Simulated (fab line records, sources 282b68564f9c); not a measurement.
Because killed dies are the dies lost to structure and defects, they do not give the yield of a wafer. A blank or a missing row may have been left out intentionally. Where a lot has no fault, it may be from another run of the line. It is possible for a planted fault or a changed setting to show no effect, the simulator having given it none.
fab line records / flow ritCmos
record lots=15 wafers=45 lastDay=7
route steps=202 shown GATE@95 M1@202
lots that met no fault: from a run of the same line without faults
startH: hours from the record's opening day to when the first of the lot's shown wafers began / waitH: hours since the lot's step before / " unchanged from the row above / L1.1+2: one row covering several wafers at once / - value missing, or start not given / * or withheld: withheld / < > ~ a bound
route shown NAME@n: a module of which the file shows steps, and the number in the route of the first / usual: mean/standard deviation of fault-free wafers / same: alike in all rows / chamber/n: place in a boat / sites: each site's reading / _std_site: their standard deviation / _edge_site: inner sites' mean taken away from outer sites' mean / radiusMm: for every site, how far away it sits from the centre of the wafer / mask NAME#n: copy n / behind: tool/chamber where the wafer was last shaped / hold: why the lot went on hold/how many hours it stayed there/how the hold came to an end / device: which transistor (n, p or np) failed to switch / end of line: tests run on the same wafers once the route is complete / a step without rows: its recipe alone / killed: not the wafer's yield, but the dies lost to structure and defects at the first sort / map: dies across one wafer; x = killed, . = not, _ = none there
set.NAME: the setting that was run; set.NAME@STEP: the one run at that earlier step / model.NAME: the simulator's own value behind a step, which no gauge read
the route's steps for a sample of lots (tables are steps, rows are wafers)
services: a tool's chamber out of use, with start hour (startH, from the record's first day; less than 0 if before it), hours out, and reason
## steps
# step RIT_GATE_ETCH_19
# recipe chemistry=SF6/CHF3/O2 timeS=172.7 SF6_flow_sccm=30 CHF3_flow_sccm=30 O2_flow_sccm=5 target=poly-Si pressureMtorr=40 rfW=160 targetDepthA=3125 overEtchFrac=0.25 stopOn=SiO2
# usual CHF3_flow_sccm=30.02/0.093 O2_flow_sccm=5.002/0.016 drypumpMotorCurrentA=5.8/0.62 oesProductAu=0.845/0.011 throttleValvePct=10.22/0.12
lot.wafer=L532.2 tool=rieSi-02 chamber=2 startH=43.12 waitH=0.1 CHF3_flow_sccm=30.06 O2_flow_sccm=5.037 drypumpMotorCurrentA=6.0 oesProductAu=0.829 rfHoursCounterH=69 throttleValvePct=10.22
lot.wafer=L532.5 tool=rieSi-02 chamber=3 startH=43.12 waitH=0.1 CHF3_flow_sccm=30.15 O2_flow_sccm=5.002 drypumpMotorCurrentA=6.4 oesProductAu=0.864 rfHoursCounterH=- throttleValvePct=10.20
lot.wafer=L532.6 tool=rieSi-02 chamber=2 startH=43.12 waitH=0.1 CHF3_flow_sccm=30.02 O2_flow_sccm=5.034 drypumpMotorCurrentA=6.0 oesProductAu=0.828 rfHoursCounterH=- throttleValvePct=10.23
lot.wafer=L533.1 tool=rieSi-01 chamber=3 startH=45.32 waitH=0.1 CHF3_flow_sccm=30.08 O2_flow_sccm=5.034 drypumpMotorCurrentA=5.6 oesProductAu=0.844 rfHoursCounterH=142 throttleValvePct=10.20
lot.wafer=L533.2 tool=rieSi-01 chamber=0 startH=45.32 waitH=0.1 CHF3_flow_sccm=29.93 O2_flow_sccm=5.012 drypumpMotorCurrentA=5.1 oesProductAu=0.851 rfHoursCounterH=146 throttleValvePct=10.21
lot.wafer=L533.6 tool=rieSi-01 chamber=2 startH=45.32 waitH=0.1 CHF3_flow_sccm=30.06 O2_flow_sccm=4.987 drypumpMotorCurrentA=5.0 oesProductAu=0.855 rfHoursCounterH=- throttleValvePct=10.22
lot.wafer=L537.1 tool=rieSi-01 chamber=2 startH=67.49 waitH=0.1 CHF3_flow_sccm=30.05 O2_flow_sccm=4.985 drypumpMotorCurrentA=5.0 oesProductAu=0.850 rfHoursCounterH=126 throttleValvePct=10.22
lot.wafer=L537.3 tool=rieSi-01 chamber=1 startH=67.49 waitH=0.1 CHF3_flow_sccm=29.89 O2_flow_sccm=4.994 drypumpMotorCurrentA=6.8 oesProductAu=0.851 rfHoursCounterH=65 throttleValvePct=10.21
lot.wafer=L537.6 tool=rieSi-01 chamber=3 startH=67.49 waitH=0.1 CHF3_flow_sccm=29.91 O2_flow_sccm=4.975 drypumpMotorCurrentA=5.6 oesProductAu=0.854 rfHoursCounterH=- throttleValvePct=10.19
lot.wafer=L538.3 tool=rieSi-02 chamber=1 startH=71.08 waitH=0.1 CHF3_flow_sccm=30.06 O2_flow_sccm=4.999 drypumpMotorCurrentA=5.2 oesProductAu=0.852 rfHoursCounterH=26 throttleValvePct=10.06
lot.wafer=L538.4 tool=rieSi-02 chamber=0 startH=71.08 waitH=0.1 CHF3_flow_sccm=29.99 O2_flow_sccm=4.998 drypumpMotorCurrentA=6.4 oesProductAu=0.837 rfHoursCounterH=25 throttleValvePct=10.56
lot.wafer=L538.6 tool=rieSi-02 chamber=1 startH=71.08 waitH=0.1 CHF3_flow_sccm=30.25 O2_flow_sccm=4.998 drypumpMotorCurrentA=5.2 oesProductAu=0.844 rfHoursCounterH=- throttleValvePct=10.05
lot.wafer=L539.2 tool=rieSi-01 chamber=3 startH=75.29 waitH=0.1 CHF3_flow_sccm=29.91 O2_flow_sccm=4.987 drypumpMotorCurrentA=5.7 oesProductAu=0.843 rfHoursCounterH=143 throttleValvePct=10.19
lot.wafer=L539.5 tool=rieSi-01 chamber=3 startH=75.29 waitH=0.1 CHF3_flow_sccm=29.92 O2_flow_sccm=4.985 drypumpMotorCurrentA=5.7 oesProductAu=0.841 rfHoursCounterH=- throttleValvePct=10.18
lot.wafer=L539.6 tool=rieSi-01 chamber=2 startH=75.29 waitH=0.1 CHF3_flow_sccm=29.96 O2_flow_sccm=5.002 drypumpMotorCurrentA=5.0 oesProductAu=0.836 rfHoursCounterH=- throttleValvePct=10.23
lot.wafer=L540.1 tool=rieSi-02 chamber=1 startH=83.49 waitH=0.1 CHF3_flow_sccm=30.13 O2_flow_sccm=5.014 drypumpMotorCurrentA=5.2 oesProductAu=0.850 rfHoursCounterH=26 throttleValvePct=10.04
lot.wafer=L540.3 tool=rieSi-02 chamber=2 startH=83.49 waitH=0.1 CHF3_flow_sccm=30.04 O2_flow_sccm=4.994 drypumpMotorCurrentA=6.0 oesProductAu=0.834 rfHoursCounterH=69 throttleValvePct=10.23
lot.wafer=L540.6 tool=rieSi-02 chamber=0 startH=83.49 waitH=0.1 CHF3_flow_sccm=30.04 O2_flow_sccm=4.988 drypumpMotorCurrentA=6.4 oesProductAu=0.836 rfHoursCounterH=- throttleValvePct=10.56
lot.wafer=L542.3 tool=rieSi-02 chamber=3 startH=91.82 waitH=0.1 CHF3_flow_sccm=- O2_flow_sccm=- drypumpMotorCurrentA=- oesProductAu=- rfHoursCounterH=- throttleValvePct=-
lot.wafer=L542.4 tool=rieSi-02 chamber=1 startH=91.82 waitH=0.1 CHF3_flow_sccm=- O2_flow_sccm=- drypumpMotorCurrentA=- oesProductAu=- rfHoursCounterH=- throttleValvePct=-
lot.wafer=L542.5 tool=rieSi-02 chamber=0 startH=91.82 waitH=0.1 CHF3_flow_sccm=- O2_flow_sccm=- drypumpMotorCurrentA=- oesProductAu=- rfHoursCounterH=- throttleValvePct=-
lot.wafer=L543.2 tool=rieSi-01 chamber=1 startH=96.01 waitH=0.1 CHF3_flow_sccm=- O2_flow_sccm=- drypumpMotorCurrentA=- oesProductAu=- rfHoursCounterH=- throttleValvePct=-
lot.wafer=L543.3 tool=rieSi-01 chamber=2 startH=96.01 waitH=0.1 CHF3_flow_sccm=- O2_flow_sccm=- drypumpMotorCurrentA=- oesProductAu=- rfHoursCounterH=- throttleValvePct=-
lot.wafer=L543.6 tool=rieSi-01 chamber=0 startH=96.01 waitH=0.1 CHF3_flow_sccm=- O2_flow_sccm=- drypumpMotorCurrentA=- oesProductAu=- rfHoursCounterH=- throttleValvePct=-
lot.wafer=L544.1 tool=rieSi-02 chamber=1 startH=101.58 waitH=0.1 CHF3_flow_sccm=- O2_flow_sccm=- drypumpMotorCurrentA=- oesProductAu=- rfHoursCounterH=- throttleValvePct=-
lot.wafer=L544.5 tool=rieSi-02 chamber=3 startH=101.58 waitH=0.1 CHF3_flow_sccm=- O2_flow_sccm=- drypumpMotorCurrentA=- oesProductAu=- rfHoursCounterH=- throttleValvePct=-
lot.wafer=L544.6 tool=rieSi-02 chamber=0 startH=101.58 waitH=0.1 CHF3_flow_sccm=- O2_flow_sccm=- drypumpMotorCurrentA=- oesProductAu=- rfHoursCounterH=- throttleValvePct=-
lot.wafer=L546.2 tool=rieSi-02 chamber=2 startH=110.54 waitH=0.1 CHF3_flow_sccm=29.95 O2_flow_sccm=5.012 drypumpMotorCurrentA=6.0 oesProductAu=0.830 rfHoursCounterH=69 throttleValvePct=10.22
lot.wafer=L546.4 tool=rieSi-02 chamber=0 startH=110.54 waitH=0.1 CHF3_flow_sccm=29.92 O2_flow_sccm=4.989 drypumpMotorCurrentA=6.4 oesProductAu=0.830 rfHoursCounterH=25 throttleValvePct=10.56
lot.wafer=L546.6 tool=rieSi-02 chamber=2 startH=110.54 waitH=0.1 CHF3_flow_sccm=30.02 O2_flow_sccm=4.992 drypumpMotorCurrentA=6.0 oesProductAu=0.819 rfHoursCounterH=- throttleValvePct=10.22
lot.wafer=L548.1 tool=rieSi-02 chamber=1 startH=118.31 waitH=0.1 CHF3_flow_sccm=29.87 O2_flow_sccm=4.989 drypumpMotorCurrentA=5.2 oesProductAu=0.846 rfHoursCounterH=26 throttleValvePct=10.06
lot.wafer=L548.3 tool=rieSi-02 chamber=2 startH=118.31 waitH=0.1 CHF3_flow_sccm=30.04 O2_flow_sccm=5.022 drypumpMotorCurrentA=6.0 oesProductAu=0.830 rfHoursCounterH=70 throttleValvePct=10.23
lot.wafer=L548.6 tool=rieSi-02 chamber=1 startH=118.31 waitH=0.1 CHF3_flow_sccm=29.94 O2_flow_sccm=4.973 drypumpMotorCurrentA=5.2 oesProductAu=0.851 rfHoursCounterH=- throttleValvePct=10.06
lot.wafer=L549.2 tool=rieSi-01 chamber=0 startH=122.84 waitH=0.1 CHF3_flow_sccm=30.01 O2_flow_sccm=5.006 drypumpMotorCurrentA=5.1 oesProductAu=0.843 rfHoursCounterH=147 throttleValvePct=10.21
lot.wafer=L549.3 tool=rieSi-01 chamber=2 startH=122.84 waitH=0.1 CHF3_flow_sccm=29.92 O2_flow_sccm=4.979 drypumpMotorCurrentA=5.0 oesProductAu=0.841 rfHoursCounterH=126 throttleValvePct=10.22
lot.wafer=L549.4 tool=rieSi-01 chamber=1 startH=122.84 waitH=0.1 CHF3_flow_sccm=30.05 O2_flow_sccm=5.005 drypumpMotorCurrentA=6.9 oesProductAu=0.843 rfHoursCounterH=66 throttleValvePct=10.20
lot.wafer=L551.2 tool=rieSi-01 chamber=2 startH=132.80 waitH=0.1 CHF3_flow_sccm=30.22 O2_flow_sccm=5.030 drypumpMotorCurrentA=5.0 oesProductAu=0.846 rfHoursCounterH=126 throttleValvePct=10.23
lot.wafer=L551.4 tool=rieSi-01 chamber=3 startH=132.80 waitH=0.1 CHF3_flow_sccm=30.13 O2_flow_sccm=4.965 drypumpMotorCurrentA=5.6 oesProductAu=0.838 rfHoursCounterH=- throttleValvePct=10.21
lot.wafer=L551.6 tool=rieSi-01 chamber=1 startH=132.80 waitH=0.1 CHF3_flow_sccm=29.97 O2_flow_sccm=4.981 drypumpMotorCurrentA=6.8 oesProductAu=0.852 rfHoursCounterH=- throttleValvePct=10.19
lot.wafer=L553.2 tool=rieSi-01 chamber=2 startH=142.94 waitH=0.1 CHF3_flow_sccm=30.04 O2_flow_sccm=5.007 drypumpMotorCurrentA=5.0 oesProductAu=0.843 rfHoursCounterH=126 throttleValvePct=10.24
lot.wafer=L553.4 tool=rieSi-01 chamber=3 startH=142.94 waitH=0.1 CHF3_flow_sccm=30.00 O2_flow_sccm=5.014 drypumpMotorCurrentA=5.6 oesProductAu=0.844 rfHoursCounterH=143 throttleValvePct=10.20
lot.wafer=L553.6 tool=rieSi-01 chamber=1 startH=142.94 waitH=0.1 CHF3_flow_sccm=30.03 O2_flow_sccm=5.004 drypumpMotorCurrentA=6.8 oesProductAu=0.849 rfHoursCounterH=- throttleValvePct=10.20
lot.wafer=L554.2 tool=rieSi-02 chamber=0 startH=150.95 waitH=0.1 CHF3_flow_sccm=29.95 O2_flow_sccm=4.996 drypumpMotorCurrentA=6.4 oesProductAu=0.840 rfHoursCounterH=25 throttleValvePct=10.56
lot.wafer=L554.4 tool=rieSi-02 chamber=1 startH=150.95 waitH=0.1 CHF3_flow_sccm=29.97 O2_flow_sccm=5.004 drypumpMotorCurrentA=5.2 oesProductAu=0.857 rfHoursCounterH=27 throttleValvePct=10.06
lot.wafer=L554.6 tool=rieSi-02 chamber=0 startH=150.95 waitH=0.1 CHF3_flow_sccm=29.98 O2_flow_sccm=5.025 drypumpMotorCurrentA=6.4 oesProductAu=0.846 rfHoursCounterH=- throttleValvePct=10.56
# step RIT_GATE_CD_MEAS_90
# recipe targetCdNm=150
# usual cdNm=149.9/2.1
lot.wafer=L532.2 tool=cdSem-02 chamber=- startH=43.53 waitH=0.1 cdNm=150.8
lot.wafer=L532.5 tool=cdSem-02 chamber=- startH=43.53 waitH=0.1 cdNm=150.4
lot.wafer=L532.6 tool=cdSem-02 chamber=- startH=43.53 waitH=0.1 cdNm=150.0
lot.wafer=L533.1 tool=cdSem-01 chamber=- startH=45.60 waitH=0.1 cdNm=153.2
lot.wafer=L533.2 tool=cdSem-01 chamber=- startH=45.60 waitH=0.1 cdNm=152.7
lot.wafer=L533.6 tool=cdSem-01 chamber=- startH=45.60 waitH=0.1 cdNm=153.9
lot.wafer=L537.1 tool=cdSem-01 chamber=- startH=67.77 waitH=0.1 cdNm=150.0
lot.wafer=L537.3 tool=cdSem-01 chamber=- startH=67.77 waitH=0.1 cdNm=152.3
lot.wafer=L537.6 tool=cdSem-01 chamber=- startH=67.77 waitH=0.1 cdNm=151.9
lot.wafer=L538.3 tool=cdSem-01 chamber=- startH=71.40 waitH=0.1 cdNm=150.9
lot.wafer=L538.4 tool=cdSem-01 chamber=- startH=71.40 waitH=0.1 cdNm=152.6
lot.wafer=L538.6 tool=cdSem-01 chamber=- startH=71.40 waitH=0.1 cdNm=150.8
lot.wafer=L539.2 tool=cdSem-01 chamber=- startH=75.60 waitH=0.1 cdNm=150.9
lot.wafer=L539.5 tool=cdSem-01 chamber=- startH=75.60 waitH=0.1 cdNm=148.2
lot.wafer=L539.6 tool=cdSem-01 chamber=- startH=75.60 waitH=0.1 cdNm=150.4
lot.wafer=L540.1 tool=cdSem-01 chamber=- startH=83.77 waitH=0.1 cdNm=154.8
lot.wafer=L540.3 tool=cdSem-01 chamber=- startH=83.77 waitH=0.1 cdNm=150.0
lot.wafer=L540.6 tool=cdSem-01 chamber=- startH=83.77 waitH=0.1 cdNm=151.1
lot.wafer=L542.3 tool=cdSem-02 chamber=- startH=92.15 waitH=0.1 cdNm=-
lot.wafer=L542.4 tool=cdSem-02 chamber=- startH=92.15 waitH=0.1 cdNm=-
lot.wafer=L542.5 tool=cdSem-02 chamber=- startH=92.15 waitH=0.1 cdNm=-
lot.wafer=L543.2 tool=cdSem-01 chamber=- startH=96.31 waitH=0.1 cdNm=-
lot.wafer=L543.3 tool=cdSem-01 chamber=- startH=96.31 waitH=0.1 cdNm=-
lot.wafer=L543.6 tool=cdSem-01 chamber=- startH=96.31 waitH=0.1 cdNm=-
lot.wafer=L544.1 tool=cdSem-01 chamber=- startH=101.86 waitH=0.1 cdNm=-
lot.wafer=L544.5 tool=cdSem-01 chamber=- startH=101.86 waitH=0.1 cdNm=-
lot.wafer=L544.6 tool=cdSem-01 chamber=- startH=101.86 waitH=0.1 cdNm=-
lot.wafer=L546.2 tool=cdSem-01 chamber=- startH=110.84 waitH=0.1 cdNm=149.0
lot.wafer=L546.4 tool=cdSem-01 chamber=- startH=110.84 waitH=0.1 cdNm=149.6
lot.wafer=L546.6 tool=cdSem-01 chamber=- startH=110.84 waitH=0.1 cdNm=150.3
lot.wafer=L548.1 tool=cdSem-01 chamber=- startH=118.59 waitH=0.1 cdNm=144.5
lot.wafer=L548.3 tool=cdSem-01 chamber=- startH=118.59 waitH=0.1 cdNm=143.5
lot.wafer=L548.6 tool=cdSem-01 chamber=- startH=118.59 waitH=0.1 cdNm=145.7
lot.wafer=L549.2 tool=cdSem-01 chamber=- startH=123.14 waitH=0.1 cdNm=151.0
lot.wafer=L549.3 tool=cdSem-01 chamber=- startH=123.14 waitH=0.1 cdNm=152.8
lot.wafer=L549.4 tool=cdSem-01 chamber=- startH=123.14 waitH=0.1 cdNm=151.3
lot.wafer=L551.2 tool=cdSem-01 chamber=- startH=133.11 waitH=0.1 cdNm=145.3
lot.wafer=L551.4 tool=cdSem-01 chamber=- startH=133.11 waitH=0.1 cdNm=149.5
lot.wafer=L551.6 tool=cdSem-01 chamber=- startH=133.11 waitH=0.1 cdNm=147.2
lot.wafer=L553.2 tool=cdSem-02 chamber=- startH=143.24 waitH=0.1 cdNm=152.0
lot.wafer=L553.4 tool=cdSem-02 chamber=- startH=143.24 waitH=0.1 cdNm=150.4
lot.wafer=L553.6 tool=cdSem-02 chamber=- startH=143.24 waitH=0.1 cdNm=151.9
lot.wafer=L554.2 tool=cdSem-02 chamber=- startH=151.25 waitH=0.1 cdNm=145.4
lot.wafer=L554.4 tool=cdSem-02 chamber=- startH=151.25 waitH=0.1 cdNm=147.1
lot.wafer=L554.6 tool=cdSem-02 chamber=- startH=151.25 waitH=0.1 cdNm=148.1
# step RIT_M1_PROBE_99
# usual killed_at_M0_to_M3=0.0/0.12 killedAtFrontEnd=7.1/2.7 killedDies=7.2/2.7 killedOnRim=1.9/1.2 killedOpen=3.5/1.9 killedShort=3.6/1.9
# same grossDies=264 killed_at_M4_up=0 killedAtBackSide=0 killedAtContacts=0 killedAtOther=0
lot.wafer=L542.3 tool=prober-02 chamber=- startH=112.55 waitH=0.2 killed_at_M0_to_M3=0 killedAtFrontEnd=264 killedDies=264 killedOnRim=70 killedOpen=3 killedShort=2
lot.wafer=L542.4 tool=prober-02 chamber=- startH=112.60 waitH=0.2 killed_at_M0_to_M3=0 killedAtFrontEnd=264 killedDies=264 killedOnRim=70 killedOpen=2 killedShort=2
lot.wafer=L542.5 tool=prober-02 chamber=- startH=112.65 waitH=0.2 killed_at_M0_to_M3=0 killedAtFrontEnd=264 killedDies=264 killedOnRim=70 killedOpen=1 killedShort=1
lot.wafer=L543.2 tool=prober-01 chamber=- startH=116.65 waitH=0.1 killed_at_M0_to_M3=0 killedAtFrontEnd=264 killedDies=264 killedOnRim=70 killedOpen=2 killedShort=4
lot.wafer=L543.3 tool=prober-01 chamber=- startH=116.70 waitH=0.2 killed_at_M0_to_M3=0 killedAtFrontEnd=264 killedDies=264 killedOnRim=70 killedOpen=4 killedShort=7
lot.wafer=L543.6 tool=prober-01 chamber=- startH=116.85 waitH=0.2 killed_at_M0_to_M3=0 killedAtFrontEnd=264 killedDies=264 killedOnRim=70 killedOpen=6 killedShort=1
lot.wafer=L544.1 tool=prober-02 chamber=- startH=121.84 waitH=0.1 killed_at_M0_to_M3=0 killedAtFrontEnd=264 killedDies=264 killedOnRim=70 killedOpen=2 killedShort=2
lot.wafer=L544.5 tool=prober-02 chamber=- startH=122.04 waitH=0.2 killed_at_M0_to_M3=0 killedAtFrontEnd=264 killedDies=264 killedOnRim=70 killedOpen=2 killedShort=2
lot.wafer=L544.6 tool=prober-02 chamber=- startH=122.09 waitH=0.2 killed_at_M0_to_M3=0 killedAtFrontEnd=264 killedDies=264 killedOnRim=70 killedOpen=5 killedShort=2
lot.wafer=L546.2 tool=prober-02 chamber=- startH=131.47 waitH=0.1 killed_at_M0_to_M3=0 killedAtFrontEnd=7 killedDies=7 killedOnRim=1 killedOpen=3 killedShort=4
lot.wafer=L546.4 tool=prober-02 chamber=- startH=131.57 waitH=0.2 killed_at_M0_to_M3=0 killedAtFrontEnd=10 killedDies=10 killedOnRim=4 killedOpen=4 killedShort=5
lot.wafer=L546.6 tool=prober-02 chamber=- startH=131.67 waitH=0.2 killed_at_M0_to_M3=0 killedAtFrontEnd=7 killedDies=7 killedOnRim=3 killedOpen=2 killedShort=5
lot.wafer=L551.2 tool=prober-01 chamber=- startH=153.80 waitH=0.1 killed_at_M0_to_M3=0 killedAtFrontEnd=9 killedDies=9 killedOnRim=2 killedOpen=3 killedShort=6
lot.wafer=L551.4 tool=prober-01 chamber=- startH=153.90 waitH=0.2 killed_at_M0_to_M3=0 killedAtFrontEnd=6 killedDies=6 killedOnRim=0 killedOpen=3 killedShort=2
lot.wafer=L551.6 tool=prober-01 chamber=- startH=154.00 waitH=0.2 killed_at_M0_to_M3=0 killedAtFrontEnd=10 killedDies=10 killedOnRim=2 killedOpen=6 killedShort=4
lot.wafer=L553.2 tool=prober-01 chamber=- startH=163.04 waitH=0.1 killed_at_M0_to_M3=0 killedAtFrontEnd=10 killedDies=10 killedOnRim=2 killedOpen=5 killedShort=4
lot.wafer=L553.4 tool=prober-01 chamber=- startH=163.14 waitH=0.2 killed_at_M0_to_M3=0 killedAtFrontEnd=10 killedDies=10 killedOnRim=1 killedOpen=7 killedShort=2
lot.wafer=L553.6 tool=prober-01 chamber=- startH=163.24 waitH=0.2 killed_at_M0_to_M3=0 killedAtFrontEnd=6 killedDies=6 killedOnRim=1 killedOpen=3 killedShort=3
# killed by level:class
L542.3 GATE:areaEtch=259 FOX1:geometricParticle:open=1 GATE:geometricParticle:open=1 GATE:geometricParticle:short=1 SILICIDE:geometricParticle:short=1 SILICIDE:geometricParticle:open=1
L542.4 GATE:areaEtch=260 GATE:geometricParticle:short=2 FOX1:geometricParticle:open=1 GATE:geometricParticle:open=1
L542.5 GATE:areaEtch=262 GATE:geometricParticle:open=1 GATE:geometricParticle:short=1
L543.2 GATE:areaEtch=258 FOX1:geometricParticle:short=2 SPACER:geometricParticle:short=2 FOX1:geometricParticle:open=1 SPACER:geometricParticle:open=1
L543.3 GATE:areaEtch=253 SPACER:geometricParticle:short=4 FOX1:geometricParticle:open=1 FOX1:geometricParticle:short=1 FOX2:geometricParticle:short=1 GATE:geometricParticle:short=1 GATE:geometricParticle:open=1 SPACER:geometricParticle:open=1
L543.6 GATE:areaEtch=257 REOX:geometricParticle:open=3 FOX1:geometricParticle:open=1 FOX1:geometricParticle:short=1 SPACER:geometricParticle:open=1 SILICIDE:geometricParticle:open=1
L544.1 GATE:areaEtch=260 REOX:geometricParticle:short=2 FOX1:geometricParticle:open=1 REOX:geometricParticle:open=1
L544.5 GATE:areaEtch=260 FOX1:geometricParticle:open=2 FOX1:geometricParticle:short=1 GATE:geometricParticle:short=1
L544.6 GATE:areaEtch=257 GATE:geometricParticle:open=3 FOX1:geometricParticle:short=2 SILICIDE:geometricParticle:open=2
L546.2 GATE:geometricParticle:short=2 GATE:geometricParticle:open=2 FOX1:geometricParticle:short=1 REOX:geometricParticle:open=1 REOX:geometricParticle:short=1
L546.4 GATE:geometricParticle:short=3 GATE:geometricParticle:open=1 REOX:geometricParticle:open=1 REOX:geometricParticle:short=1 SPACER:geometricParticle:open=1 SILICIDE:geometricParticle:short=1 SILICIDE:geometricParticle:open=1 PLDD:coatMicrobubblePrinted=1
L546.6 SPACER:geometricParticle:short=3 GATE:geometricParticle:open=2 GATE:geometricParticle:short=1 REOX:geometricParticle:short=1
L551.2 FOX2:geometricParticle:short=3 GATE:geometricParticle:short=3 FOX1:geometricParticle:open=2 GATE:geometricParticle:open=1
L551.4 FOX1:geometricParticle:open=2 FOX1:geometricParticle:short=1 GATE:geometricParticle:short=1 GATE:geometricParticle:open=1 NWELL:coatMicrobubblePrinted=1
L551.6 GATE:geometricParticle:open=4 FOX1:geometricParticle:open=2 GATE:geometricParticle:short=2 FOX1:geometricParticle:short=1 SILICIDE:geometricParticle:short=1
L553.2 FOX1:geometricParticle:open=3 FOX1:geometricParticle:short=1 FOX2:geometricParticle:short=1 GATE:geometricParticle:short=1 REOX:geometricParticle:open=1 SPACER:geometricParticle:open=1 SPACER:geometricParticle:short=1 PRETRO:coatMicrobubblePrinted=1
L553.4 GATE:geometricParticle:open=2 SPACER:geometricParticle:open=2 FOX1:geometricParticle:open=1 GATE:geometricParticle:short=1 REOX:geometricParticle:open=1 SILICIDE:geometricParticle:open=1 SILICIDE:geometricParticle:short=1 PRETRO:coatMicrobubblePrinted=1
L553.6 FOX2:geometricParticle:open=1 FOX2:geometricParticle:short=1 GATE:geometricParticle:short=1 GATE:geometricParticle:open=1 REOX:geometricParticle:short=1 REOX:geometricParticle:open=1
## services
tool=rieSi-02 chamber=- startH=38.38 hours=2.8 kind=pm
tool=rieSi-01 chamber=- startH=68.70 hours=0.4 kind=repair
tool=rieSi-02 chamber=1 startH=93.27 hours=1.1 kind=repair
tool=rieSi-01 chamber=0 startH=125.75 hours=- kind=clean
tool=rieSi-01 chamber=0 startH=125.75 hours=14.6 kind=scheduledDown
tool=rieSi-01 chamber=0 startH=125.75 hours=14.6 kind=ventCycle
tool=rieSi-02 chamber=0 startH=130.83 hours=4.8 kind=repair
tool=rieSi-02 chamber=0 startH=136.24 hours=5.9 kind=repair
tool=rieSi-01 chamber=3 startH=145.45 hours=- kind=clean
tool=rieSi-01 chamber=3 startH=145.45 hours=21.2 kind=scheduledDown
tool=rieSi-01 chamber=3 startH=145.45 hours=21.2 kind=ventCycle
## key
firstSign step=RIT_GATE_ETCH_19 reading=toolRecord direction=missing
effect step=RIT_GATE_CD_MEAS_90 reading=cdNm direction=missing
effect step=RIT_M1_PROBE_99 reading=killedAtFrontEnd direction=up sigmas=95 usual=7.1 struck=264
moreKillsBornAt RIT_GATE_ETCH_19@rieSi-02=1558 RIT_GATE_ETCH_19@rieSi-01=768
metAt RIT_GATE_ETCH_19
struckLots L542,L543,L544
laterRowsLeftOut L542.3,L542.4,L542.5,L543.2,L543.3,L543.6,L544.1,L544.5,L544.6
testerLeftOut L542,L543,L544
onsetBetween 83.49 91.82
fault kind=skippedStepWhole tool=rieSi-01,rieSi-02 chamber=- onsetH=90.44 steps=RIT_GATE_ETCH_19 scope=struckLotsOnly
# testerLeftOut: of these lots the tester's yield and bins aren't shown, on N5 and GAA mostly nor the transistor test; their killed dies are dies lost to structure and defects alone, not to doping, threshold or leakage, so they don't give the yield
# laterRowsLeftOut: the simulator's readings of these wafers behind a module that went badly wrong aren't trusted and aren't shown, but for the sort
